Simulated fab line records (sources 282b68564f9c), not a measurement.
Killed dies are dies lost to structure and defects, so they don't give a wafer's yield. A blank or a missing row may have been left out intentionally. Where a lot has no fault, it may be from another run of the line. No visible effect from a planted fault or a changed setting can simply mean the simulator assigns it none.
Which tool is to blame? :: flow rit-cmos :: 13 lots, 39 wafers sampled, at 5 steps of a route of 202

## WHAT EACH GAUGE READ, for each wafer
RIT_SILICIDE_THK_MEAS_03: measures by xrf. Usual: for SILICIDE_TI_THK the level is 30.6 nm and the standard deviation is 0.34.
lot: L138
measured: day 3 11:22
on: film-metro-04
SILICIDE_TI_THK (nm): 30.1 30.3 30.3
flag: 

lot: L140
measured: day 3 17:44
on: film-metro-04
SILICIDE_TI_THK (nm): 30.5 30.4 30.4
flag: 

lot: L141
measured: day 3 19:20
on: film-metro-03
SILICIDE_TI_THK (nm): 30.9 30.9 30.8
flag: 

lot: L142
measured: day 3 23:47
on: film-metro-03
SILICIDE_TI_THK (nm): 30.8 30.5 30.9
flag: 

lot: L143
measured: day 4 05:19
on: film-metro-03
SILICIDE_TI_THK (nm): 30.5 30.6 30.8
flag: 

lot: L144
measured: day 4 09:04
on: film-metro-01
SILICIDE_TI_THK (nm): 30.6 30.9 30.3
flag: 

lot: L145
measured: day 4 12:54
on: film-metro-01
SILICIDE_TI_THK (nm): 30.4 30.5 30.1
flag: 

lot: L147
measured: day 4 22:41
on: film-metro-04
SILICIDE_TI_THK (nm): 29.6 29.9 29.9
flag: 

lot: L153
measured: day 6 05:29
on: film-metro-04
SILICIDE_TI_THK (nm): 29.9 29.7 30.0
flag: 

lot: L157
measured: day 7 01:30
on: film-metro-03
SILICIDE_TI_THK (nm): 30.4 30.7 31.0
flag: 

lot: L158
measured: day 7 05:58
on: film-metro-04
SILICIDE_TI_THK (nm): 30.8 31.1 31.2
flag: 

lot: L160
measured: day 7 15:55
on: film-metro-04
SILICIDE_TI_THK (nm): 30.5 30.6 30.4
flag: 

lot: L161
measured: day 7 21:32
on: film-metro-04
SILICIDE_TI_THK (nm): 30.7 30.5 30.4
flag: 

RIT_CONTACT_THK_MEAS_01. Usual: for CONTACT_TEOS_THK the level is 398 nm and the standard deviation is 5.7.
lot: L138
measured: day 3 11:40
on: film-metro-04
CONTACT_TEOS_THK (nm): 390 396 403
flag: 

lot: L140
measured: day 3 18:01
on: film-metro-04
CONTACT_TEOS_THK (nm): 396 401 405
flag: 

lot: L141
measured: day 3 19:37
on: film-metro-02
CONTACT_TEOS_THK (nm): 392 389 394
flag: 

lot: L142
measured: day 4 00:04
on: film-metro-03
CONTACT_TEOS_THK (nm): 398 399 409
flag: 

lot: L143
measured: day 4 05:36
on: film-metro-04
CONTACT_TEOS_THK (nm): 409 410 409
flag: 

lot: L144
measured: day 4 09:21
on: film-metro-02
CONTACT_TEOS_THK (nm): 398 399 403
flag: 

lot: L145
measured: day 4 13:15
on: film-metro-04
CONTACT_TEOS_THK (nm): 390 394 396
flag: 

lot: L147
measured: day 4 22:58
on: film-metro-03
CONTACT_TEOS_THK (nm): 393 399 396
flag: 

lot: L153
measured: day 6 05:46
on: film-metro-03
CONTACT_TEOS_THK (nm): 335 401 339
flag: OFF

lot: L157
measured: day 7 01:47
on: film-metro-02
CONTACT_TEOS_THK (nm): 394 396 394
flag: 

lot: L158
measured: day 7 06:15
on: film-metro-04
CONTACT_TEOS_THK (nm): 404 408 409
flag: 

lot: L160
measured: day 7 16:19
on: film-metro-03
CONTACT_TEOS_THK (nm): 385 393 397
flag: 

lot: L161
measured: day 7 21:50
on: film-metro-03
CONTACT_TEOS_THK (nm): 402 399 405
flag: 

## EACH LOT AND THE TOOL THAT RAN IT (in order: tool; ch and the chambers of the sampled wafers; start)
lot: L138
RIT_PSD_STRIP_09: plasma-asher-04 ch 0,1, day 3 09:56
RIT_SDANNEAL_RTA_03: rtp-anneal-01 ch 0, day 3 10:33
RIT_CONTACT_CVD_00: pecvd-01 ch 0,1,2, day 3 11:36

lot: L140
RIT_PSD_STRIP_09: plasma-asher-03 ch 0, day 3 16:18
RIT_SDANNEAL_RTA_03: rtp-anneal-01 ch 0, day 3 16:55
RIT_CONTACT_CVD_00: pecvd-04 ch 0,1, day 3 17:58

lot: L141
RIT_PSD_STRIP_09: plasma-asher-01 ch 0,1, day 3 17:55
RIT_SDANNEAL_RTA_03: rtp-anneal-02 ch 0, day 3 18:31
RIT_CONTACT_CVD_00: pecvd-01 ch 0,1, day 3 19:34

lot: L142
RIT_PSD_STRIP_09: plasma-asher-03 ch 0,1, day 3 22:25
RIT_SDANNEAL_RTA_03: rtp-anneal-01 ch 0, day 3 22:58
RIT_CONTACT_CVD_00: pecvd-03 ch 0,1, day 4 00:00

lot: L143
RIT_PSD_STRIP_09: plasma-asher-01 ch 0,1, day 4 03:55
RIT_SDANNEAL_RTA_03: rtp-anneal-02 ch 0, day 4 04:29
RIT_CONTACT_CVD_00: pecvd-04 ch 0,1,2, day 4 05:33

lot: L144
RIT_PSD_STRIP_09: plasma-asher-01 ch 0,1, day 4 07:37
RIT_SDANNEAL_RTA_03: rtp-anneal-01 ch 0, day 4 08:14
RIT_CONTACT_CVD_00: pecvd-01 ch 0,1,2, day 4 09:17

lot: L145
RIT_PSD_STRIP_09: plasma-asher-04 ch 0,1, day 4 11:25
RIT_SDANNEAL_RTA_03: rtp-anneal-02 ch 0, day 4 12:01
RIT_CONTACT_CVD_00: pecvd-03 ch 0,1,2, day 4 13:12

lot: L147
RIT_PSD_STRIP_09: plasma-asher-04 ch 0,1, day 4 21:14
RIT_SDANNEAL_RTA_03: rtp-anneal-02 ch 0, day 4 21:52
RIT_CONTACT_CVD_00: pecvd-01 ch 0,1,2, day 4 22:55

lot: L153
RIT_PSD_STRIP_09: plasma-asher-01 ch 0,1, day 6 04:05
RIT_SDANNEAL_RTA_03: rtp-anneal-02 ch 0, day 6 04:39
RIT_CONTACT_CVD_00: pecvd-01 ch 0,1, day 6 05:41

lot: L157
RIT_PSD_STRIP_09: plasma-asher-03 ch 0,1, day 7 00:04
RIT_SDANNEAL_RTA_03: rtp-anneal-02 ch 0, day 7 00:41
RIT_CONTACT_CVD_00: pecvd-03 ch 0,1,2, day 7 01:44

lot: L158
RIT_PSD_STRIP_09: plasma-asher-01 ch 0,1, day 7 04:32
RIT_SDANNEAL_RTA_03: rtp-anneal-01 ch 0, day 7 05:08
RIT_CONTACT_CVD_00: pecvd-04 ch 1,2, day 7 06:12

lot: L160
RIT_PSD_STRIP_09: plasma-asher-04 ch 0,1, day 7 14:29
RIT_SDANNEAL_RTA_03: rtp-anneal-01 ch 0, day 7 15:05
RIT_CONTACT_CVD_00: pecvd-03 ch 0,1, day 7 16:16

lot: L161
RIT_PSD_STRIP_09: plasma-asher-01 ch 0,1, day 7 20:06
RIT_SDANNEAL_RTA_03: rtp-anneal-02 ch 0, day 7 20:43
RIT_CONTACT_CVD_00: pecvd-04 ch 0,1, day 7 21:46
- RIT_PSD_STRIP_09: strips in O2, time 180 s.
- RIT_SDANNEAL_RTA_03: time 5 s.
- RIT_CONTACT_CVD_00: deposits SiO2 from TEOS, target thk 400 nm, time 61 s.

## AS READ BY THE TOOLS THEMSELVES (means over the sampled wafers that have a number; for cases with no such wafer, the mark the record gives instead)
RIT_PSD_STRIP_09. Usual: drypump-motor-current-A 5.7 A, standard deviation 0.35.
lot: L138
tool: plasma-asher-04
drypump-motor-current-A (A): 6.3
flag: 

lot: L140
tool: plasma-asher-03
drypump-motor-current-A (A): 5.7
flag: 

lot: L141
tool: plasma-asher-01
drypump-motor-current-A (A): 5.5
flag: 

lot: L142
tool: plasma-asher-03
drypump-motor-current-A (A): 5.6
flag: 

lot: L143
tool: plasma-asher-01
drypump-motor-current-A (A): 5.4
flag: 

lot: L144
tool: plasma-asher-01
drypump-motor-current-A (A): 5.4
flag: 

lot: L145
tool: plasma-asher-04
drypump-motor-current-A (A): 6.4
flag: 

lot: L147
tool: plasma-asher-04
drypump-motor-current-A (A): 6.3
flag: 

lot: L153
tool: plasma-asher-01
drypump-motor-current-A (A): 5.4
flag: 

lot: L157
tool: plasma-asher-03
drypump-motor-current-A (A): 5.7
flag: 

lot: L158
tool: plasma-asher-01
drypump-motor-current-A (A): 5.5
flag: 

lot: L160
tool: plasma-asher-04
drypump-motor-current-A (A): 6.3
flag: 

lot: L161
tool: plasma-asher-01
drypump-motor-current-A (A): 5.5
flag: 

RIT_SDANNEAL_RTA_03. Usual: wafer_temp_C_max 1053.4, standard deviation 1.2.
lot: L138
tool: rtp-anneal-01
wafer_temp_C_max: 1053.1
flag: 

lot: L140
tool: rtp-anneal-01
wafer_temp_C_max: 1054.0
flag: 

lot: L141
tool: rtp-anneal-02
wafer_temp_C_max: 1053.2
flag: 

lot: L142
tool: rtp-anneal-01
wafer_temp_C_max: 1052.7
flag: 

lot: L143
tool: rtp-anneal-02
wafer_temp_C_max: 1054.8
flag: 

lot: L144
tool: rtp-anneal-01
wafer_temp_C_max: 1052.6
flag: 

lot: L145
tool: rtp-anneal-02
wafer_temp_C_max: 1055.1
flag: 

lot: L147
tool: rtp-anneal-02
wafer_temp_C_max: 1053.1
flag: 

lot: L153
tool: rtp-anneal-02
wafer_temp_C_max: 1053.6
flag: 

lot: L157
tool: rtp-anneal-02
wafer_temp_C_max: 1053.3
flag: 

lot: L158
tool: rtp-anneal-01
wafer_temp_C_max: 1054.0
flag: 

lot: L160
tool: rtp-anneal-01
wafer_temp_C_max: 1053.6
flag: 

lot: L161
tool: rtp-anneal-02
wafer_temp_C_max: 1053.6
flag: 

RIT_CONTACT_CVD_00. Usual: heater-power-w 300 W, standard deviation 44; run-length-s 89.0 s, standard deviation 0.66; susceptor-temp-C 389.97 C, standard deviation 0.21.
lot: L138
tool: pecvd-01
heater-power-w (W): 293
run-length-s (s): 89.6
susceptor-temp-C (C): 389.72
flag: 

lot: L140
tool: pecvd-04
heater-power-w (W): 300
run-length-s (s): 89.2
susceptor-temp-C (C): 390.02
flag: 

lot: L141
tool: pecvd-01
heater-power-w (W): 273
run-length-s (s): 88.6
susceptor-temp-C (C): 389.89
flag: 

lot: L142
tool: pecvd-03
heater-power-w (W): 306
run-length-s (s): 88.3
susceptor-temp-C (C): 390.03
flag: 

lot: L143
tool: pecvd-04
heater-power-w (W): 301
run-length-s (s): 89.3
susceptor-temp-C (C): 390.04
flag: 

lot: L144
tool: pecvd-01
heater-power-w (W): 298
run-length-s (s): 89.0
susceptor-temp-C (C): 390.00
flag: 

lot: L145
tool: pecvd-03
heater-power-w (W): 320
run-length-s (s): 88.8
susceptor-temp-C (C): 389.66
flag: 

lot: L147
tool: pecvd-01
heater-power-w (W): 290
run-length-s (s): 89.3
susceptor-temp-C (C): 389.90
flag: 

lot: L153
tool: pecvd-01
heater-power-w (W): 296
run-length-s (s): 82.3
susceptor-temp-C (C): 389.94
flag: OFF

lot: L157
tool: pecvd-03
heater-power-w (W): 285
run-length-s (s): 88.4
susceptor-temp-C (C): 390.02
flag: 

lot: L158
tool: pecvd-04
heater-power-w (W): 310
run-length-s (s): 89.8
susceptor-temp-C (C): 390.11
flag: 

lot: L160
tool: pecvd-03
heater-power-w (W): 275
run-length-s (s): 88.2
susceptor-temp-C (C): 389.83
flag: 

lot: L161
tool: pecvd-04
heater-power-w (W): 332
run-length-s (s): 89.3
susceptor-temp-C (C): 389.94
flag: 

## THE ANSWER, worked out from the rows above alone
Rule: a lot is off if the mean of its wafers that have a number lies more than 3 standard deviations from the usual mean. Also off: a lot with no number at a reading for which 4 or more lots have one. Where the step has rows for the other lots, those lots are counted as sound. Order of review: gauges by route order, followed by the tools' own readings, for which a lot's mean as printed above is used. The first step at which some lot is off is used, and at that step the reading that is off furthest; a lot without a number counts as furthest.
Off: at RIT_CONTACT_THK_MEAS_01 (CONTACT_TEOS_THK), L153.
A tool fits if, at a process step before that reading, it ran every lot that is off, and no sound lot after the first of them. Not tried: the gauges at RIT_CONTACT_THK_MEAS_01; whatever is off there is also off at RIT_CONTACT_CVD_00, on other tools, and gauge error can't account for it. One candidate fits, namely pecvd-01 at RIT_CONTACT_CVD_00. Its last sound lot is L147 (day 4 22:55), its first lot that is off L153 (day 6 05:41): a fault that began between those two fits.
The tool's own readings at RIT_CONTACT_CVD_00 bear it out: on the lots that are off they differ by more than 5 times the standard deviation of the sound lots' means. run-length-s reads 82.3 s there against 89.0 s on the sound lots.

## WHAT HAD BEEN PUT IN BY THE SIMULATOR
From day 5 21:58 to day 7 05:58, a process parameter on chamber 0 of pecvd-01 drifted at RIT_CONTACT_CVD_00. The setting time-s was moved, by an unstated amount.
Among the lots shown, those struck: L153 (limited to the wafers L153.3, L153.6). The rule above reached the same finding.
